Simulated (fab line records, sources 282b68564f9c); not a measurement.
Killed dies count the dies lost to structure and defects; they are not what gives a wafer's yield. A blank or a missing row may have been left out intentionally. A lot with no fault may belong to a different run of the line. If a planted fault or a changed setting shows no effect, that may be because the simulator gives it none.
fab line records ; flow rit_cmos
record lots=5; wafers=15; last_day=7
route steps=202 shown CONTACT@173 M1@184
lots untouched by any fault: they come from a run of this same line in which no faults occurred
start_h: hours from the record's opening day to when the first of the lot's shown wafers began ; wait_h: hours since the lot's step before ; " same as the row above ; L1.1+2: a single row standing in for several wafers ; - no value, or no start was given ; * or withheld: withheld ; < > ~ a bound
route shown NAME@n: NAME is a module with steps in the file, n the number in the route of the first one ; usual: the fault-free wafers' mean and standard deviation ; same: alike in all rows ; chamber/n: place in a boat ; sites: each site's reading ; _std_site: the values' standard deviation ; _edge_site: outer sites' mean less inner sites' ; radius_mm: for every site, how far away it sits from the centre of the wafer ; mask NAME#n: copy n ; behind: tool/chamber where the wafer was last shaped ; hold: cause of the lot's hold/its duration in hours/its outcome ; device: which transistor (n, p or np) failed to switch ; end of line: at the end of the route, the tests of the same wafers ; a step given without rows: its recipe and nothing more ; killed: dies that structure and defects cost at the first sort, which is not the same as the wafer's yield ; map: dies across one wafer; x = killed, . = not, _ = none there
set.NAME: the setting that was run; set.NAME@STEP: the one run at that earlier step ; model.NAME: the simulator's own value behind a step, which no gauge read
lots at selected steps of the route; one table per step, one row per wafer
services: from which hour (start_h, from the record's first day; less than 0 if before it) a tool's chamber was out of use, for how many hours, and why
## steps
# step RIT_CONTACT_EXPOSE_05
# recipe mask_id=M11; na=0.6; source_shape=conventional; sigma_outer=0.5; target_cd_nm=1000; dose_mj=250
# usual reticle_temp_C=23.01/0.11
lot.wafer;tool;chamber;start_h;wait_h;mask;reticle_temp_C
L078.4;iline_stepper-02;0;80.55;0.2;M11#0;23.01
L078.5;iline_stepper-02;0;80.55;0.2;M11#0;22.84
L078.6;iline_stepper-02;0;80.55;0.2;M11#0;23.03
L079.1;iline_stepper-02;0;87.98;0.2;M11#0;22.88
L079.4;iline_stepper-02;0;87.98;0.2;M11#0;22.96
L079.5;iline_stepper-02;0;87.98;0.2;M11#0;22.77
L084.2;iline_stepper-02;0;109.30;0.1;M11#0;23.14
L084.3;iline_stepper-02;0;109.30;0.1;M11#0;23.10
L084.5;iline_stepper-02;0;109.30;0.1;M11#0;22.85
L089.1;iline_stepper-02;0;129.73;0.1;M11#0;23.07
L089.4;iline_stepper-02;0;129.73;0.1;M11#0;22.97
L089.6;iline_stepper-02;0;129.73;0.1;M11#0;23.10
L095.4;iline_stepper-01;0;165.21;0.2;M11#0;23.00
L095.5;iline_stepper-01;0;165.21;0.2;M11#0;22.99
L095.6;iline_stepper-01;0;165.21;0.2;M11#0;22.96
# step RIT_CONTACT_PEB_06
# recipe resist=NOVOLAK; temp_c=withheld; time_s=withheld
lot.wafer;tool;chamber;start_h;wait_h
L078.4+5+6;litho_track-04;0;80.68;0.1
L079.1+4+5;litho_track-04;0;88.10;0.1
L084.2+3+5;litho_track-03;0;109.42;0.1
L089.1+4+6;litho_track-04;0;129.85;0.1
L095.4+5+6;litho_track-04;0;165.34;0.1
# step RIT_CONTACT_DEVELOP_07
# recipe resist=NOVOLAK; develop_time_s=120; dev_temp_c=23
lot.wafer;tool;chamber;start_h;wait_h
L078.4+5+6;litho_track-04;0;-;-
L079.1+4+5;litho_track-04;0;-;-
L084.2+3+5;litho_track-03;0;-;-
L089.1+4+6;litho_track-04;0;-;-
L095.4+5+6;litho_track-04;0;-;-
# step RIT_CONTACT_CD_MEAS_08
# recipe target_cd_nm=1000
# usual cd_nm=999.7/1.8
lot.wafer;tool;chamber;start_h;wait_h;cd_nm
L078.4;cd_sem-02;-;81.07;-;1003.3
L078.5;cd_sem-02;-;81.07;-;1003.0
L078.6;cd_sem-02;-;81.07;-;1003.1
L079.1;cd_sem-02;-;88.50;-;1000.6
L079.4;cd_sem-02;-;88.50;-;998.2
L079.5;cd_sem-02;-;88.50;-;999.5
L084.2;cd_sem-01;-;109.82;-;998.5
L084.3;cd_sem-01;-;109.82;-;1000.5
L084.5;cd_sem-01;-;109.82;-;1000.8
L089.1;cd_sem-02;-;130.25;-;1001.4
L089.4;cd_sem-02;-;130.25;-;1000.7
L089.6;cd_sem-02;-;130.25;-;1000.4
L095.4;cd_sem-01;-;165.73;-;1000.7
L095.5;cd_sem-01;-;165.73;-;998.0
L095.6;cd_sem-01;-;165.73;-;1000.1
# step RIT_CONTACT_OVL_MEAS_09
# usual CONTACT_OVL=-0.4/1.7
lot.wafer;tool;chamber;start_h;wait_h;CONTACT_OVL[nm]
L078.4;overlay-02;-;81.15;0.1;-0.5
L078.5;overlay-02;-;81.15;0.1;-2.1
L078.6;overlay-02;-;81.15;0.1;-4.3
L079.1;overlay-02;-;88.62;0.1;0.0
L079.4;overlay-02;-;88.62;0.1;2.5
L079.5;overlay-02;-;88.62;0.1;-0.2
L084.2;overlay-01;-;109.92;0.1;1.3
L084.3;overlay-01;-;109.92;0.1;1.8
L084.5;overlay-01;-;109.92;0.1;2.4
L089.1;overlay-01;-;130.37;0.1;1.0
L089.4;overlay-01;-;130.37;0.1;-3.1
L089.6;overlay-01;-;130.37;0.1;0.9
L095.4;overlay-01;-;165.81;0.1;-2.0
L095.5;overlay-01;-;165.81;0.1;-0.9
L095.6;overlay-01;-;165.81;0.1;-2.6
# step RIT_CONTACT_HARDBAKE_10
# recipe resist=NOVOLAK; temp_c=140; time_s=60
# usual heater_power_total_W=62.55/0.046
# same time_s=60
lot.wafer;tool;chamber;start_h;wait_h;heater_power_total_W
L078.4;litho_track-03;0;81.24;0.1;62.54
L078.5;litho_track-03;0;81.24;0.1;62.48
L078.6;litho_track-03;0;81.24;0.1;62.46
L079.1;litho_track-03;0;88.66;0.0;62.58
L079.4;litho_track-03;0;88.66;0.0;62.58
L079.5;litho_track-03;0;88.66;0.0;62.43
L084.2;litho_track-03;0;109.98;0.0;62.49
L084.3;litho_track-03;0;109.98;0.0;62.63
L084.5;litho_track-03;0;109.98;0.0;62.60
L089.1;litho_track-03;0;130.40;0.0;62.53
L089.4;litho_track-03;0;130.40;0.0;62.48
L089.6;litho_track-03;0;130.40;0.0;62.52
L095.4;litho_track-03;0;165.90;0.1;62.59
L095.5;litho_track-03;0;165.90;0.1;62.55
L095.6;litho_track-03;0;165.90;0.1;62.58
# step RIT_CONTACT_ETCH_11
# recipe target_depth_a=4800; over_etch_frac=0.2; stop_on=TiSi2; chemistry=CHF3/CF4/Ar; target=SiO2; CHF3_flow_sccm=50; cf4_flow_sccm=10; Ar_flow_sccm=100; O2_flow_sccm=5; pressure_mtorr=100; rf_w=200; time_s=320
# usual drypump_motor_current_A=5.9/0.39; oes_product_au=0.990/0.0096; throttle_valve_pct=8.89/0.14
# same time_s=320
lot.wafer;tool;chamber;start_h;wait_h;drypump_motor_current_A;oes_product_au;rf_hours_counter_h;throttle_valve_pct
L078.4;rie_diel-03;0;81.31;0.1;6.1;0.973;7;9.01
L078.5;rie_diel-03;1;81.31;0.1;6.0;0.975;-;9.04
L078.6;rie_diel-03;2;81.31;0.1;5.1;0.991;-;8.87
L079.1;rie_diel-02;1;88.81;0.1;5.8;0.994;146;8.88
L079.4;rie_diel-02;3;88.81;0.1;6.6;1.010;10;8.76
L079.5;rie_diel-02;0;88.81;0.1;5.8;0.982;-;8.82
L084.2;rie_diel-02;3;110.10;0.1;6.6;0.999;11;8.76
L084.3;rie_diel-02;0;110.10;0.1;5.8;0.990;136;8.82
L084.5;rie_diel-02;2;110.10;0.1;5.9;0.986;-;9.13
L089.1;rie_diel-03;1;130.55;0.1;6.0;0.981;130;9.04
L089.4;rie_diel-03;2;130.55;0.1;5.1;0.991;5;8.86
L089.6;rie_diel-03;1;130.55;0.1;6.0;0.983;-;9.05
L095.4;rie_diel-04;3;165.97;0.1;6.0;0.971;0;8.82
L095.5;rie_diel-04;1;165.97;0.1;5.9;0.995;-;8.94
L095.6;rie_diel-04;2;165.97;0.1;5.2;0.989;-;9.05
# step RIT_CONTACT_STRIP_12
# recipe chemistry=O2; time_s=180; resist=NOVOLAK; platen_temp_c=withheld; power_w=500; pressure_mtorr=4000; o2_flow_sccm=4000
# usual drypump_motor_current_A=5.71/0.19
# same time_s=180
lot.wafer;tool;chamber;start_h;wait_h;drypump_motor_current_A;rf_hours_counter_h
L078.4;plasma_asher-03;0;81.57;0.2;5.53;-
L078.5;plasma_asher-03;1;81.57;0.2;5.66;-
L078.6;plasma_asher-03;0;81.57;0.2;5.54;-
L079.1;plasma_asher-04;1;89.00;0.1;5.69;45
L079.4;plasma_asher-04;1;89.00;0.1;5.68;-
L079.5;plasma_asher-04;1;89.00;0.1;5.68;-
L084.2;plasma_asher-04;0;110.30;0.1;5.94;48
L084.3;plasma_asher-04;1;110.30;0.1;5.68;-
L084.5;plasma_asher-04;0;110.30;0.1;5.93;-
L089.1;plasma_asher-03;1;130.75;0.1;5.66;2
L089.4;plasma_asher-03;0;130.75;0.1;5.54;-
L089.6;plasma_asher-03;1;130.75;0.1;5.66;-
L095.4;plasma_asher-03;1;166.23;0.2;5.67;-
L095.5;plasma_asher-03;1;166.23;0.2;5.63;-
L095.6;plasma_asher-03;0;166.23;0.2;5.54;-
# step RIT_CONTACT_CD_MEAS_90
# recipe target_cd_nm=1000
# usual cd_nm=999.8/1.9
lot.wafer;tool;chamber;start_h;wait_h;cd_nm
L078.4;cd_sem-01;-;81.74;0.1;1003.5
L078.5;cd_sem-01;-;81.74;0.1;1003.1
L078.6;cd_sem-01;-;81.74;0.1;1003.6
L079.1;cd_sem-02;-;89.18;0.1;1001.0
L079.4;cd_sem-02;-;89.18;0.1;998.8
L079.5;cd_sem-02;-;89.18;0.1;999.8
L084.2;cd_sem-02;-;110.49;0.1;998.6
L084.3;cd_sem-02;-;110.49;0.1;1000.2
L084.5;cd_sem-02;-;110.49;0.1;1000.9
L089.1;cd_sem-01;-;130.92;0.1;1002.2
L089.4;cd_sem-01;-;130.92;0.1;1001.1
L089.6;cd_sem-01;-;130.92;0.1;1000.7
L095.4;cd_sem-02;-;166.40;0.1;1000.8
L095.5;cd_sem-02;-;166.40;0.1;998.4
L095.6;cd_sem-02;-;166.40;0.1;999.6
# step RIT_CONTACT_CLEAN_13
# recipe chemistry=SC1; mix=3:3:50; time_s=600; temp_c=75
# usual bath_heat_duty_pct=16.3/1.9
# same time_s=600
lot.wafer;tool;chamber;start_h;wait_h;bath_heat_duty_pct
L078.4;wet_bench-02;2;81.80;0.0;17.0
L078.5;wet_bench-02;2;81.80;0.0;17.5
L078.6;wet_bench-02;2;81.80;0.0;17.8
L079.1;wet_bench-02;0;89.30;0.1;16.9
L079.4;wet_bench-02;0;89.30;0.1;16.7
L079.5;wet_bench-02;0;89.30;0.1;18.6
L084.2;wet_bench-02;1;110.59;0.1;13.9
L084.3;wet_bench-02;1;110.59;0.1;13.3
L084.5;wet_bench-02;1;110.59;0.1;13.4
L089.1;wet_bench-02;0;131.04;0.1;16.9
L089.4;wet_bench-02;0;131.04;0.1;16.6
L089.6;wet_bench-02;0;131.04;0.1;16.9
L095.4;wet_bench-02;2;166.46;0.0;18.6
L095.5;wet_bench-02;2;166.46;0.0;15.5
L095.6;wet_bench-02;2;166.46;0.0;18.5
# step RIT_CONTACT_CLEAN_14
# recipe chemistry=SC2; mix=3:3:50; time_s=600; temp_c=75; dry=n2_spin
# usual bath_heat_duty_pct=16.4/1.8
# same time_s=600
lot.wafer;tool;chamber;start_h;wait_h;bath_heat_duty_pct
L078.4;wet_bench-04;1;81.98;0.0;13.7
L078.5;wet_bench-04;1;81.98;0.0;16.2
L078.6;wet_bench-04;1;81.98;0.0;14.5
L079.1;wet_bench-01;2;89.47;0.0;17.4
L079.4;wet_bench-01;2;89.47;0.0;16.9
L079.5;wet_bench-01;2;89.47;0.0;15.5
L084.2;wet_bench-01;0;110.77;0.0;15.0
L084.3;wet_bench-01;0;110.77;0.0;14.8
L084.5;wet_bench-01;0;110.77;0.0;13.4
L089.1;wet_bench-01;0;131.22;0.0;15.2
L089.4;wet_bench-01;0;131.22;0.0;14.1
L089.6;wet_bench-01;0;131.22;0.0;15.1
L095.4;wet_bench-01;1;166.64;0.0;19.5
L095.5;wet_bench-01;1;166.64;0.0;21.3
L095.6;wet_bench-01;1;166.64;0.0;20.9
# step RIT_M1_SPUTTER_00
# recipe material=Al; target_thk_nm=400; power_w=2000; chamber_pressure_pa=0.4; gas=Ar; time_s=500; substrate_temp_c=25
# usual throttle_valve_pct=29.7/1.1
# same time_s=500
lot.wafer;tool;chamber;start_h;wait_h;throttle_valve_pct
L078.4;pvd_sputter-03;-;82.30;0.1;28.6
L078.5;pvd_sputter-03;-;82.30;0.1;29.4
L078.6;pvd_sputter-03;-;82.30;0.1;29.0
L079.1;pvd_sputter-03;-;89.65;0.0;28.2
L079.4;pvd_sputter-03;-;89.65;0.0;28.3
L079.5;pvd_sputter-03;-;89.65;0.0;29.2
L084.2;pvd_sputter-01;-;110.96;0.0;31.3
L084.3;pvd_sputter-01;-;110.96;0.0;28.7
L084.5;pvd_sputter-01;-;110.96;0.0;28.2
L089.1;pvd_sputter-03;-;131.39;0.0;29.4
L089.4;pvd_sputter-03;-;131.39;0.0;29.1
L089.6;pvd_sputter-03;-;131.39;0.0;28.1
L095.4;pvd_sputter-03;-;166.81;0.0;29.0
L095.5;pvd_sputter-03;-;166.81;0.0;30.7
L095.6;pvd_sputter-03;-;166.81;0.0;29.1
# step RIT_M1_RS_MEAS_01
# recipe thk_meas_gauge=four-point-probe; reads=Al_of_M1_SPUTTER_00
# usual M1_AL_RS=0.0735/0.00076
lot.wafer;tool;chamber;start_h;wait_h;M1_AL_RS[ohm/sq]
L078.4;film_metro-04;-;82.51;0.1;0.0740
L078.5;film_metro-04;-;82.51;0.1;0.0733
L078.6;film_metro-04;-;82.51;0.1;0.0732
L079.1;film_metro-03;-;89.94;0.1;0.0743
L079.4;film_metro-03;-;89.94;0.1;0.0749
L079.5;film_metro-03;-;89.94;0.1;0.0737
L084.2;film_metro-03;-;111.27;0.2;0.0737
L084.3;film_metro-03;-;111.27;0.2;0.0733
L084.5;film_metro-03;-;111.27;0.2;0.0730
L089.1;film_metro-03;-;131.69;0.1;0.0731
L089.4;film_metro-03;-;131.69;0.1;0.0729
L089.6;film_metro-03;-;131.69;0.1;0.0737
L095.4;film_metro-02;-;167.17;0.2;0.0720
L095.5;film_metro-02;-;167.17;0.2;0.0739
L095.6;film_metro-02;-;167.17;0.2;0.0728
# step RIT_M1_THK_MEAS_02
# recipe thk_meas_gauge=xrf; reads=Al_of_M1_SPUTTER_00
# usual M1_AL_THK=408/5.2
lot.wafer;tool;chamber;start_h;wait_h;M1_AL_THK[nm]
L078.4;film_metro-04;-;82.60;0.1;405
L078.5;film_metro-04;-;82.60;0.1;404
L078.6;film_metro-04;-;82.60;0.1;406
L079.1;film_metro-03;-;90.06;0.1;403
L079.4;film_metro-03;-;90.06;0.1;402
L079.5;film_metro-03;-;90.06;0.1;408
L084.2;film_metro-03;-;111.38;0.1;409
L084.3;film_metro-03;-;111.38;0.1;411
L084.5;film_metro-03;-;111.38;0.1;413
L089.1;film_metro-03;-;131.81;0.1;414
L089.4;film_metro-03;-;131.81;0.1;413
L089.6;film_metro-03;-;131.81;0.1;411
L095.4;film_metro-02;-;167.26;0.1;409
L095.5;film_metro-02;-;167.26;0.1;403
L095.6;film_metro-02;-;167.26;0.1;405
# step RIT_M1_HMDS_03
# recipe prime_time_s=60; prime_temp_c=140
lot.wafer;tool;chamber;start_h;wait_h
L078.4+5+6;litho_track-01;0;82.70;0.1
L079.1+4+5;litho_track-03;0;90.12;0.1
L084.2+3+5;litho_track-01;0;111.47;0.1
L089.1+4+6;litho_track-03;0;131.91;0.1
L095.4+5+6;litho_track-03;0;167.36;0.1
## services
tool;chamber;start_h;hours;kind
rie_diel-03;1;65.39;15.9;repair
rie_diel-04;1;68.21;5.2;repair
wet_bench-01;-;82.58;2.3;repair
rie_diel-03;1;90.83;2.7;repair
iline_stepper-01;-;107.67;2.1;pm
rie_diel-02;-;107.92;1.0;repair
plasma_asher-03;-;108.75;9.0;pm
plasma_asher-03;0;108.75;9.0;vent_cycle
plasma_asher-03;1;108.75;9.0;vent_cycle
wet_bench-02;-;108.92;1.3;repair
iline_stepper-01;-;109.76;-;consumable_replace:lamp
iline_stepper-01;-;117.13;4.4;pm
plasma_asher-03;0;117.75;-;clean
plasma_asher-03;1;117.75;-;clean
plasma_asher-04;-;125.17;1.5;repair
rie_diel-04;3;126.21;-;clean
rie_diel-04;3;126.21;27.3;scheduled_down
rie_diel-04;3;126.21;27.3;vent_cycle
rie_diel-03;-;130.78;2.8;pm
iline_stepper-02;0;134.74;-;calibration
rie_diel-02;3;153.81;5.6;repair
rie_diel-02;1;164.93;-;clean
## key
fault none
